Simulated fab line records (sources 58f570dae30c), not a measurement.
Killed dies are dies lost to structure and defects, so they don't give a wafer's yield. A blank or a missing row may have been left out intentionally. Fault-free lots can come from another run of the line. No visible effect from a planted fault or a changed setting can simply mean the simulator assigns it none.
Which tool is to blame? ; flow berkeley_cmos170 ; 7 lots with 21 wafers sampled at 2 steps, on a route of 331 steps

## WHAT THE GAUGES READ, wafer by wafer
UCB170_V2_THK_MEAS_01.
lot;measured;on;V2_TEOS_THK (nm)
L535;day 7 22:34;film_metro-01;1969 2014 2027
L534;day 7 22:56;film_metro-02;2017 2036 2036
L536;day 8 11:37;film_metro-01;2003 2062 2040
L546;day 10 14:53;film_metro-04;2200 1993 2235
L543;day 10 22:57;film_metro-04;2199 1945 2223
L552;day 11 12:46;film_metro-02;1962 1984 2000
L554;day 12 23:13;film_metro-02;1981 2040 2017

## EACH LOT AND THE TOOL THAT RAN IT (in order: tool; ch and the chambers of the sampled wafers; start)
lot;UCB170_V2_CVD_00
L535;pecvd-04 ch 0,1,2, day 7 22:25
L534;pecvd-04 ch 0,1, day 7 22:47
L536;pecvd-02 ch 0,1, day 8 11:27
L546;pecvd-01 ch 0,1, day 10 14:44
L543;pecvd-01 ch 0,1, day 10 22:48
L552;pecvd-02 ch 0,2, day 11 12:37
L554;pecvd-04 ch 0,1,2, day 12 23:03
- UCB170_V2_CVD_00: deposits SiO2 from TEOS/O2, target thk 2000 nm, time 250 s.

## THE ANSWER, worked out from the rows above alone
Rule: what is usual is taken from the lots themselves. The widest of any qualifying gaps counts: lots, ordered by their means at a reading, are off when they make up no more than a third of the lots, leave a main group of 4 or more, and stand apart from it by 3 or more times the standard deviation of that group's means. A main group is skipped when, at the precision printed for the reading in the tables above, its means are all equal. A lot without any number at a reading at which 4 lots or more have one is off too. All remaining lots with rows at the step are treated as sound.
Off: at UCB170_V2_THK_MEAS_01 (V2_TEOS_THK), L546, L543. Main group: mean 2013 nm, sd 19.
If a tool, at a process step before that reading, ran all the lots that are off and no sound lot after the first of them, it fits. The gauges at UCB170_V2_THK_MEAS_01 are tried like those tools. 2 tools fit, pecvd-01 at UCB170_V2_CVD_00 and film_metro-04 at UCB170_V2_THK_MEAS_01, so this cannot tell which one it is.

## WHAT THE SIMULATOR HAD INSERTED
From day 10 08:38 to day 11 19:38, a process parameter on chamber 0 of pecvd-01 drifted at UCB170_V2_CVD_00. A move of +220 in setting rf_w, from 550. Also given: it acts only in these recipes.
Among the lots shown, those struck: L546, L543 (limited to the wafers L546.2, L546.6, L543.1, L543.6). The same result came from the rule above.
